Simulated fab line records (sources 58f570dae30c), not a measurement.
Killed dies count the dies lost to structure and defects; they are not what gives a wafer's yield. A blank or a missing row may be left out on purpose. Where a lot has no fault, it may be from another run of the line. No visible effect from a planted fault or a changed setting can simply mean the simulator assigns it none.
Problem report, 8D (eight disciplines) form, completed by code    flow berkeley-cmos170    the parts of the form that need people (team, actions taken, sign-off) are left out

1. WHAT WENT WRONG
NWELL_TW at UCB170_NWELL_TW_MEAS_16 reads a mean of 1139 on 9 wafers of 3 lots; wafers without a fault read 1252 with a standard deviation of 7.2. That is -16 standard deviations from the usual mean.
Earliest sighting: wafer L585.1 on film-metro-03 at day 4 09:52. The record holds 39 wafers of 13 lots with a number at this step. Rule for "out", or "out of limits": more than 4 standard deviations from the usual mean. The rest of the wafers with a number are treated as sound.

2. WHAT THIS IS AND IS NOT
question                     is                            is not
which readings at this step  NWELL_TW                      -
which lots                   L585, L588, L591              L577, L578, L579, L592, L593, L595, L597, L598, L599, L600
which wafers of those lots   all that have a number        -
read on which gauges         film-metro-01, film-metro-03  film-metro-04
when                         from day 4 09:52              up to then (9 sound wafers); but 21 sound wafers of L592, L593, L595, L597, L598, L599, L600 came after

3. SUSPECTS, AND WHAT RULES EACH OUT
Counting: a tool at a process step up to the reading stays a suspect if it ran every lot that is out and no sound lot after the first of them.
- the gauge at UCB170_NWELL_TW_MEAS_16 is ruled out. 2 gauges (film-metro-01, film-metro-03) read the wafers that are out.
- implanter-04 at UCB170_NWELL_IMPLANT_14: kept. It ran every lot that is out, first L585 (day 4 09:37), and no sound lot after that; its last sound lot up to then is L579 (day 3 01:08). Its own beam-energy-keV readings are out on those wafers.
Left after counting: implanter-04 at UCB170_NWELL_IMPLANT_14.

4. THE CAUSE (what the simulator had put in)
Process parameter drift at UCB170_NWELL_IMPLANT_14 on implanter-04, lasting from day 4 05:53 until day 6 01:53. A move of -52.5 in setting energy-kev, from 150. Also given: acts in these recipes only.
Only this tool survived the counting.

5. THE EFFECT CHAIN, in route order
Rows list readings where the struck wafers' mean (over those with a number) sits beyond 3 standard deviations from the usual. Readings are gone through only where the record gives a usual standard deviation; hours: the median, over the lots, of the time from a lot's start at the first step in this table giving one to that lot's start at this step; sigmas: the change measured in usual standard deviations.
hours  step                     reading          usual   on struck wafers  change  sigmas
0      UCB170_NWELL_IMPLANT_14  beam-energy-keV  150.00  97.51             -52.49  -99 or more
0      UCB170_NWELL_TW_MEAS_16  NWELL_TW         1252    1139              -113    -16
Its process steps:
- UCB170_NWELL_IMPLANT_14
Later measuring or inspecting steps at which every struck wafer that the step has a row for has a number for every such reading, and none has moved that far: UCB170_ACTIVE_THK_MEAS_06, UCB170_PLDD_TW_MEAS_11, UCB170_PSD_CD_MEAS_06.

6. WHAT WOULD HAVE CAUGHT IT SOONER
In this record the first reading out of limits at a measuring or inspecting step was taken at day 4 09:52, 4 hours after the fault began at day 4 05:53.
At UCB170_NWELL_IMPLANT_14, the tool's own readings (beam-energy-keV) were out on each struck wafer the step has a row for, so an alarm limit on them would have fired on the first such wafer.
L588, L591, from the lots that are out (3), started UCB170_NWELL_IMPLANT_14 on implanter-04 later than day 4 09:52. A hold on the tool at that time would have spared those 2.
